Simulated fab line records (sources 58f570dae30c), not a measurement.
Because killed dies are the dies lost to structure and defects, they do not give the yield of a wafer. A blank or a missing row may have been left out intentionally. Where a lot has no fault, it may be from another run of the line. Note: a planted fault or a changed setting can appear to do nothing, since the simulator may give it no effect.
Comparing a struck lot with a sound one    flow berkeley_cmos170    19 steps out of a route of 331
Sound: wafers L845.2, L845.5, L845.6. Wafers L842.2, L842.5, L842.6 were the ones struck. At the end, the cause is stated.
At each step with rows: each side's tool, then ch and its chambers, then its first start. Under that, the readings that differ: sound wafers    struck wafers    difference of the means    sigmas: that difference in standard deviations of wafers without a fault.
alike: a reading whose means differ by less than 2 such deviations, as well as words and numbers matching on both sides. not compared: withheld readings; readings where some wafer has no value; bounds like >300 that might hide an equal value; numbers whose values overlap and for which the record gives no deviation.
Wherever a step has rows on one side only, a row that says differs or no value, or a row with sigmas, the two part there. Numbers that have no deviation but don't overlap get no sigmas and don't part them. Lack of a reading on every wafer of one side parts them only where that side has two or more wafers.

first, 2 steps without rows for these wafers: UCB170_GATE_PEB_10; UCB170_GATE_DEVELOP_11 (develop time 45 s).
UCB170_GATE_CD_MEAS_12: target cd 350 nm.
  sound on cd_sem-02 at day 11 22:20; struck on cd_sem-01 at day 11 13:34
  alike: cd_nm
UCB170_GATE_OVL_MEAS_13:
  sound on overlay-02 at day 11 22:26; struck on overlay-01 at day 11 13:40
  alike: GATE_OVL
UCB170_GATE_ETCH_14: etches BARC in N2/H2.
  sound on rie_diel-03 ch 0,1,2, day 11 22:28; struck on rie_diel-04 ch 0,1, day 11 13:41
  alike: drypump_motor_current_A, oes_product_au, throttle_valve_pct
UCB170_GATE_ETCH_15: etches poly-Si in HBr/Cl2, stops on SiO2, time 56.3 s, target depth 278.2 nm.
  sound on rie_si-02 ch 0,2,3, day 11 22:31; struck on rie_si-02 ch 0,1,3, day 11 13:44
  alike: drypump_motor_current_A, oes_product_au, throttle_valve_pct
  not compared: rf_hours_counter_h
UCB170_GATE_STRIP_16: strips in O2.
  sound on plasma_asher-03 ch 0,1, day 11 22:35; struck on plasma_asher-02 ch 0,1, day 11 13:47
  alike: drypump_motor_current_A, oes_product_au
  not compared: rf_hours_counter_h
UCB170_GATE_CD_MEAS_90: target cd 350 nm.
  sound on cd_sem-02 at day 11 22:43; struck on cd_sem-01 at day 11 13:54
  alike: cd_nm
then, 4 steps without rows for these wafers: UCB170_GATE_CLEAN_17 (cleans in SPM, time 600 s); UCB170_PLDD_HMDS_00 (prime time 60 s); UCB170_PLDD_COAT_01 (resist thk 900 nm); UCB170_PLDD_SOFTBAKE_02 (time 60 s).
UCB170_PLDD_EXPOSE_03: exposes mask PSELECT, target cd 1200 nm.
  sound on krf_scanner-02 ch 0, day 11 23:46; struck on krf_scanner-01 ch 0, day 11 14:57
reading                       sound              struck             difference  sigmas
model.PLDD.overlay_x_nm (nm)  4.269 4.269 4.269  103.8 103.8 103.8  +99.5       
  alike: mask, stage_vel_mm_s
then, 2 steps without rows for these wafers: UCB170_PLDD_PEB_04; UCB170_PLDD_DEVELOP_05 (develop time 45 s).
UCB170_PLDD_CD_MEAS_06: target cd 1200 nm.
  sound on cd_sem-02 at day 12 00:22; struck on cd_sem-02 at day 11 15:27
  alike: cd_nm
UCB170_PLDD_OVL_MEAS_07:
  sound on overlay-02 at day 12 00:28; struck on overlay-02 at day 11 15:34
reading        sound  struck      difference  sigmas
PLDD_OVL (nm)  2 7 4  95 113 102  +99         +19
following that, these wafers have no rows for 1 step: UCB170_PLDD_IMPLANT_08.
UCB170_M3_PROBE_99:
  record: rows for the struck wafers here (prober-02, day 13 10:57), none for the sound ones

WHERE THEY PART
At UCB170_PLDD_OVL_MEAS_07 first; at UCB170_M3_PROBE_99 last (within this record only).

WHY: the cause the simulator had injected
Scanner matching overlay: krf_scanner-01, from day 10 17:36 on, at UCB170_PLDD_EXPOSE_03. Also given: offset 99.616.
